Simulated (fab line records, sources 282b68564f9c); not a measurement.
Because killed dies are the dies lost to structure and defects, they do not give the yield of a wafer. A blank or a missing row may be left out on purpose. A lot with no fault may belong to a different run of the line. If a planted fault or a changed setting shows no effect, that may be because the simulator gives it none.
Tool commonality check || flow rit_cmos || Lots sampled 14, wafers sampled 48

== REASON IT WAS OPENED ==
Of 14 lots, 2 have the reading PWELL_RS flagged at RIT_WELLDRIVE_RS_MEAS_02. Fault-free wafers read 429.0 ohm/sq, with a standard deviation of 1.2.
Rule: a lot is flagged in two cases, either no wafer of it has a number, or all its wafers with numbers fall more than 4 standard deviations from that mean. As for the other lots, they are considered sound.

{"lot": "L671", "measured": "day 2 04:11", "on": "film_metro-04", "PWELL_RS (ohm/sq), wafer by wafer": "428.8 429.0 428.8", "flag": ""}
{"lot": "L672", "measured": "day 2 09:22", "on": "film_metro-04", "PWELL_RS (ohm/sq), wafer by wafer": "427.5 430.8 429.3", "flag": ""}
{"lot": "L673", "measured": "day 2 14:43", "on": "film_metro-01", "PWELL_RS (ohm/sq), wafer by wafer": "428.0 429.0 428.6", "flag": ""}
{"lot": "L674", "measured": "day 2 20:05", "on": "film_metro-01", "PWELL_RS (ohm/sq), wafer by wafer": "430.6 430.1 429.5", "flag": ""}
{"lot": "L677", "measured": "day 3 15:07", "on": "film_metro-01", "PWELL_RS (ohm/sq), wafer by wafer": "444.1 443.4 444.1 443.5 443.3 444.3", "flag": "FLAGGED"}
{"lot": "L678", "measured": "day 4 04:26", "on": "film_metro-01", "PWELL_RS (ohm/sq), wafer by wafer": "443.1 442.8 442.7 443.2 442.2 443.0", "flag": "FLAGGED"}
{"lot": "L683", "measured": "day 4 16:40", "on": "film_metro-01", "PWELL_RS (ohm/sq), wafer by wafer": "431.1 432.3 429.9", "flag": ""}
{"lot": "L685", "measured": "day 5 03:02", "on": "film_metro-02", "PWELL_RS (ohm/sq), wafer by wafer": "430.3 429.3 430.1", "flag": ""}
{"lot": "L686", "measured": "day 5 08:05", "on": "film_metro-04", "PWELL_RS (ohm/sq), wafer by wafer": "429.2 428.7 429.5", "flag": ""}
{"lot": "L688", "measured": "day 5 19:01", "on": "film_metro-01", "PWELL_RS (ohm/sq), wafer by wafer": "428.8 428.8 429.1", "flag": ""}
{"lot": "L691", "measured": "day 6 09:17", "on": "film_metro-01", "PWELL_RS (ohm/sq), wafer by wafer": "429.2 430.3 430.0", "flag": ""}
{"lot": "L692", "measured": "day 6 13:40", "on": "film_metro-01", "PWELL_RS (ohm/sq), wafer by wafer": "429.1 428.2 428.3", "flag": ""}
{"lot": "L693", "measured": "day 6 18:55", "on": "film_metro-01", "PWELL_RS (ohm/sq), wafer by wafer": "431.1 429.3 429.0", "flag": ""}
{"lot": "L694", "measured": "day 7 00:22", "on": "film_metro-01", "PWELL_RS (ohm/sq), wafer by wafer": "426.6 428.1 429.2", "flag": ""}
Average over the flagged lots: 443.3 ohm/sq; offset from the usual +14.3 ohm/sq, equal to +12 standard deviations.

== WHICH TOOL EACH LOT WENT THROUGH ==
The record keeps 1 process step preceding the reading, out of 202 steps on the route. Every cell lists first the tool, next ch and the chambers used by the sampled wafers, and last the start.
{"lot": "L671", "flag": "", "RIT_PWELL_IMPLANT_08": "implanter-04 ch 0, day 1 22:36"}
{"lot": "L672", "flag": "", "RIT_PWELL_IMPLANT_08": "implanter-04 ch 0, day 2 03:47"}
{"lot": "L673", "flag": "", "RIT_PWELL_IMPLANT_08": "implanter-03 ch 0, day 2 09:07"}
{"lot": "L674", "flag": "", "RIT_PWELL_IMPLANT_08": "implanter-01 ch 0, day 2 14:31"}
{"lot": "L677", "flag": "FLAGGED", "RIT_PWELL_IMPLANT_08": "implanter-04 ch 0, day 3 04:14"}
{"lot": "L678", "flag": "FLAGGED", "RIT_PWELL_IMPLANT_08": "implanter-04 ch 0, day 3 22:51"}
{"lot": "L683", "flag": "", "RIT_PWELL_IMPLANT_08": "implanter-01 ch 0, day 4 10:10"}
{"lot": "L685", "flag": "", "RIT_PWELL_IMPLANT_08": "implanter-03 ch 0, day 4 20:32"}
{"lot": "L686", "flag": "", "RIT_PWELL_IMPLANT_08": "implanter-01 ch 0, day 5 01:47"}
{"lot": "L688", "flag": "", "RIT_PWELL_IMPLANT_08": "implanter-01 ch 0, day 5 13:12"}
{"lot": "L691", "flag": "", "RIT_PWELL_IMPLANT_08": "implanter-03 ch 0, day 6 03:19"}
{"lot": "L692", "flag": "", "RIT_PWELL_IMPLANT_08": "implanter-01 ch 0, day 6 08:05"}
{"lot": "L693", "flag": "", "RIT_PWELL_IMPLANT_08": "implanter-03 ch 0, day 6 13:20"}
{"lot": "L694", "flag": "", "RIT_PWELL_IMPLANT_08": "implanter-01 ch 0, day 6 18:47"}
What is done by these steps:
- RIT_PWELL_IMPLANT_08
- RIT_WELLDRIVE_RS_MEAS_02: measures by four-point-probe.

== FLAGGED AGAINST TOTAL, ONE TOOL AT A TIME (gauges that did the reading follow at the end) ==
{"step": "RIT_PWELL_IMPLANT_08", "tool": "implanter-01", "lots run": 6, "flagged": 0, "share of the flagged lots": "none", "sound lots run after its first flagged lot": "-"}
{"step": "RIT_PWELL_IMPLANT_08", "tool": "implanter-03", "lots run": 4, "flagged": 0, "share of the flagged lots": "none", "sound lots run after its first flagged lot": "-"}
{"step": "RIT_PWELL_IMPLANT_08", "tool": "implanter-04", "lots run": 4, "flagged": 2, "share of the flagged lots": "all", "sound lots run after its first flagged lot": 0}
{"step": "RIT_WELLDRIVE_RS_MEAS_02", "tool": "film_metro-01", "lots run": 10, "flagged": 2, "share of the flagged lots": "all", "sound lots run after its first flagged lot": "6 (L683,L688,L691,L692,L693,L694)"}
{"step": "RIT_WELLDRIVE_RS_MEAS_02", "tool": "film_metro-02", "lots run": 1, "flagged": 0, "share of the flagged lots": "none", "sound lots run after its first flagged lot": "-"}
{"step": "RIT_WELLDRIVE_RS_MEAS_02", "tool": "film_metro-04", "lots run": 3, "flagged": 0, "share of the flagged lots": "none", "sound lots run after its first flagged lot": "-"}

== WHAT THE TABLE ALLOWS ==
Table rows that saw every flagged lot: 2, namely implanter-04 at RIT_PWELL_IMPLANT_08 and film_metro-01 at RIT_WELLDRIVE_RS_MEAS_02.
- implanter-04 at RIT_PWELL_IMPLANT_08 ran 4 lots, 2 of them flagged. It ran its last sound lot, L672, at day 2 03:47 and its first flagged lot, L677, at day 3 04:14: a fault with its onset between the two fits. Its own readings (beam_energy_keV) fall more than 4 standard deviations out on all wafers of the flagged lots.
- film_metro-01 at RIT_WELLDRIVE_RS_MEAS_02 ran 10 lots, 2 of them flagged. Sound lots followed the first flagged one (L683, L688, L691, L692, L693, L694) on it, something a lasting fault affecting the whole tool could not allow.
What remains is a single tool, implanter-04 at RIT_PWELL_IMPLANT_08.

== WHAT THE SIMULATOR HAD INSERTED ==
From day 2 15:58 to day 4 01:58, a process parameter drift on implanter-04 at RIT_PWELL_IMPLANT_08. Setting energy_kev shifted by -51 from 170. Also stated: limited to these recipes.
Lots struck among those shown: L677, L678. The same result came from the rule above.
